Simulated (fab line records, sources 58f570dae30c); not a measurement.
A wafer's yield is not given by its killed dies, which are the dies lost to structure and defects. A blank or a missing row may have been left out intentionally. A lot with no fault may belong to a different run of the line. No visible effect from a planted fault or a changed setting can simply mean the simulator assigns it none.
2 desks looking at one fault ; flow berkeley_cmos170 ; each desk has only its own numbers; what lay behind them comes last

AT THE TOOL OWNER'S DESK: litho_track-02
The tool's own readings at UCB170_BACKSIDE_COAT_01 (resist thk 900 nm): means of the sampled wafers that have a number, for each lot that ran on this tool. The brackets show how far a lot's mean lies from the usual mean; more than 4 standard deviations puts the lot out of limits, marked OUT.
Columns: A = spin_speed_rpm at UCB170_BACKSIDE_COAT_01, usual 1499.9 rpm
lot;first seen here;A
L646;day 8 16:23;1500.8
L653;day 10 08:56;1389.2 (-92) OUT
L654;day 10 09:23;1388.5 (-93) OUT
This desk finds L653, L654 out of limits, L653 being first, at day 10 08:56 (spin_speed_rpm at UCB170_BACKSIDE_COAT_01). Within limits: L646.

METROLOGY DESK
What the gauges read, lot by lot, whatever tool the lot ran on: means of the sampled wafers that have a number. The brackets show how far a lot's mean lies from the usual mean; more than 4 standard deviations puts the lot out of limits, marked OUT.
Columns: A = PVT_OVL at UCB170_PVT_OVL_MEAS_06, usual -1 nm; B = GATE_OXIDE_THK at UCB170_GATE_THK_MEAS_02, usual 6.58 nm; C = cd_nm at UCB170_CONTACT_CD_MEAS_15, usual 700.6 nm
lot;first seen here;A;B;C
L643;day 6 22:12;2;6.68;701.5
L644;day 7 05:59;4;6.72;698.8
L646;day 7 14:30;-8;6.63;700.9
L649;day 8 00:59;4;6.63;699.7
L648;day 8 01:13;-4;6.66;701.0
L653;day 8 20:49;4;6.42;700.2
L654;day 8 21:05;-11;6.56;701.7
L657;day 10 00:28;-11;6.48;701.7
L660;day 10 11:34;-5;6.66;700.0
L658;day 10 11:51;-3;6.82;699.9
L661;day 10 22:05;7;6.67;700.7
L663;day 11 05:37;-6;6.55;698.9
L664;day 11 20:46;1;6.32;701.1
L666;day 12 01:04;2;6.63;700.3
Finding of this desk: none of the 14 lots has anything out of limits.

PUT TOGETHER
An alarm could have come from the tool owner's desk at day 10 08:56, on L653, L654.
The metrology desk saw nothing out of limits.
The metrology desk holds a record of L653, L654, inside its limits.
On litho_track-02, each named lot ran UCB170_BACKSIDE_COAT_01.

WHAT THE SIMULATOR HAD PUT IN
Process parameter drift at UCB170_BACKSIDE_COAT_01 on litho_track-02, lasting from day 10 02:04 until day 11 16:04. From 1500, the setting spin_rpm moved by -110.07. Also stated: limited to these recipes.
Struck lots among those shown: L653, L654.
Hours from the fault's start to each desk's first reading out of limits: the tool owner's desk, 7.
